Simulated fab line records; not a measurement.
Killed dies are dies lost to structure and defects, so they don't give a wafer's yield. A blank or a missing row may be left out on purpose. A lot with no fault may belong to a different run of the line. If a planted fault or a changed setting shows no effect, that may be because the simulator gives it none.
Matching of chambers | flow berkeley-cmos170 | 4 sister chambers for UCB170_V1_ETCH_14 on rie-diel-02
The step etches SiO2 in CHF3/CF4/Ar, stops on Al, target depth 1250 nm, time 291 s. 16 wafers are shown with their chamber, then 8 later ones without.

== WAFERS PAIRED WITH THEIR CHAMBERS ==
wafer  | chamber | throttle-valve-pct (%) | oes-product-au (a.u.) | rf-fwd-power-W (W)
L327.3 | 3       | 6.72                   | 0.845                 | 693.6
L327.4 | 2       | 6.99                   | 0.856                 | 700.4
L327.5 | 0       | 7.08                   | 0.883                 | 696.4
L325.2 | 0       | 7.10                   | 0.882                 | 697.9
L325.3 | 3       | 6.73                   | 0.849                 | 696.9
L325.4 | 2       | 6.98                   | 0.863                 | 696.8
L329.3 | 0       | 7.08                   | 0.889                 | 697.7
L329.4 | 1       | 6.76                   | 0.876                 | 698.4
L329.5 | 3       | 6.72                   | 0.848                 | 695.1
L328.1 | 3       | 6.73                   | 0.847                 | 698.8
L328.4 | 0       | 7.08                   | 0.887                 | 697.3
L328.6 | 3       | 6.71                   | 0.838                 | 698.8
L334.2 | 3       | 6.74                   | 0.853                 | 698.6
L334.3 | 1       | 6.75                   | 0.869                 | 699.5
L334.6 | 2       | 6.98                   | 0.863                 | 699.3
L344.2 | 2       | 6.99                   | 0.860                 | 697.2

SIGNATURES, as means of the wafers listed above
reading            | chamber 0 | chamber 1 | chamber 2 | chamber 3 | scatter within a chamber
throttle-valve-pct | 7.0850    | 6.7550    | 6.9850    | 6.7250    | 0.00913
oes-product-au     | 0.88525   | 0.87250   | 0.86050   | 0.84667   | 0.00424
rf-fwd-power-W     | 697.325   | 698.950   | 698.425   | 696.967   | 1.71
Rule: for each reading, subtract the chamber's mean from the wafer's reading, divide by that reading's scatter and square the result; add these up over the readings and take the root, which gives the wafer's distance from the chamber. The wafer belongs to the nearest chamber; if the next one is less than 2 further off, it can't be placed. The scatter: the root of (the sum of the squares of (reading less its chamber's mean) over the shown wafers, divided by (wafers less chambers)).

== WAFERS WITH NO CHAMBER GIVEN ==
wafer  | throttle-valve-pct (%) | oes-product-au (a.u.) | rf-fwd-power-W (W)
L344.3 | 6.75                   | 0.868                 | 697.7
L344.6 | 6.78                   | 0.869                 | 699.0
L345.1 | 6.75                   | 0.881                 | 701.2
L345.5 | 7.08                   | 0.888                 | 694.8
L345.6 | 6.74                   | 0.851                 | 694.8
L347.1 | 6.77                   | 0.867                 | 693.8
L347.4 | 6.77                   | 0.867                 | 694.9
L347.6 | 7.09                   | 0.884                 | 699.4

== CHAMBER TAKEN BY EACH ==
wafer  | from the rows above | in truth
L344.3 | 1                   | 1
L344.6 | 1                   | 1
L345.1 | 1                   | 1
L345.5 | 0                   | 0
L345.6 | 3                   | 3
L347.1 | 1                   | 1
L347.4 | 1                   | 1
L347.6 | 0                   | 0
Correctly placed: 8 of 8. From these rows, 0 cannot be placed. Wrongly placed: 0.
